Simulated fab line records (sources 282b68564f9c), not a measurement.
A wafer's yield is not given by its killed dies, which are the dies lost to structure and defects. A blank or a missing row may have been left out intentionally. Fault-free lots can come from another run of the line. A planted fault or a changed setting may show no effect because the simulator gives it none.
The tool behind it: which one? -- flow rit cmos -- 6 lots with 18 wafers sampled at 3 steps, on a route of 202 steps

== WHAT EACH GAUGE READ, for each wafer ==
RIT_PLDD_OVL_MEAS_06.
lot,measured,on,PLDD_OVL (nm)
L781,day 3 01:34,overlay-01,0.5 2.7 1.0
L783,day 3 10:55,overlay-01,-1.3 0.7 -0.4
L787,day 4 07:29,overlay-01,128.4 128.6 127.2 129.3 129.5 127.9
L792,day 5 13:46,overlay-02,133.1 133.0 131.8 133.7 134.1 132.8
L796,day 6 04:20,overlay-01,1.4 -0.2 2.4
L801,day 7 09:17,overlay-02,0.3 0.6 1.7

== WHAT TOOL EACH LOT RAN ON (gives the tool, then ch and the chambers of the sampled wafers, and finally the start) ==
lot,RIT_NLDD_STRIP_09,RIT_PLDD_EXPOSE_03
L781,"plasma asher-04 ch 0,1, day 3 00:21","iline stepper-02 ch 0, day 3 01:11"
L783,"plasma asher-02 ch 0,1, day 3 09:43","iline stepper-01 ch 0, day 3 10:32"
L787,"plasma asher-02 ch 0,1, day 4 06:24","iline stepper-01 ch 0, day 4 07:06"
L792,"plasma asher-04 ch 0,1, day 5 12:33","iline stepper-01 ch 0, day 5 13:22"
L796,"plasma asher-04 ch 0,1, day 6 03:08","iline stepper-02 ch 0, day 6 03:56"
L801,"plasma asher-04 ch 0,1, day 7 08:04","iline stepper-02 ch 0, day 7 08:54"
- RIT_NLDD_STRIP_09: strips in O2, time 180 s.
- RIT_PLDD_EXPOSE_03: exposes mask M8, target cd 40900 nm.

== THE ANSWER, worked out from the rows above alone ==
Rule: the lots themselves supply what counts as usual. The widest of any qualifying gaps counts: lots, ordered by their means at a reading, are off when they make up no more than a third of the lots, leave a main group of 4 or more, and stand apart from it by 3 or more times the standard deviation of that group's means. If all means in a main group match to the digits the tables above print for the reading, that group is not used. Also off: a lot with no number at a reading for which 4 or more lots have one. Any other lot the step has rows for is counted as sound.
Off: at RIT_PLDD_OVL_MEAS_06 (PLDD_OVL), L787, L792. Main group: mean 0.8 nm, sd 0.67.
If a tool, at a process step before that reading, ran all the lots that are off and no sound lot after the first of them, it fits. The gauges at RIT_PLDD_OVL_MEAS_06 are tried like those tools. One fits: RIT_PLDD_EXPOSE_03 on iline stepper-01. A fault onset in the window from L783 (day 3 10:32, its last sound lot) to L787 (day 4 07:06, its first lot off) fits.

== WHAT WAS PUT IN BY THE SIMULATOR ==
Scanner matching overlay: iline stepper-01, from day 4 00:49 on, at RIT_PLDD_EXPOSE_03. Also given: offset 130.
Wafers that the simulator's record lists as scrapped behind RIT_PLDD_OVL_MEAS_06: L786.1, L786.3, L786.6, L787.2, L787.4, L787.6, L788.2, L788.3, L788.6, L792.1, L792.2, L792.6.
Shown lots that were struck: L787, L792. The rule above found the same.
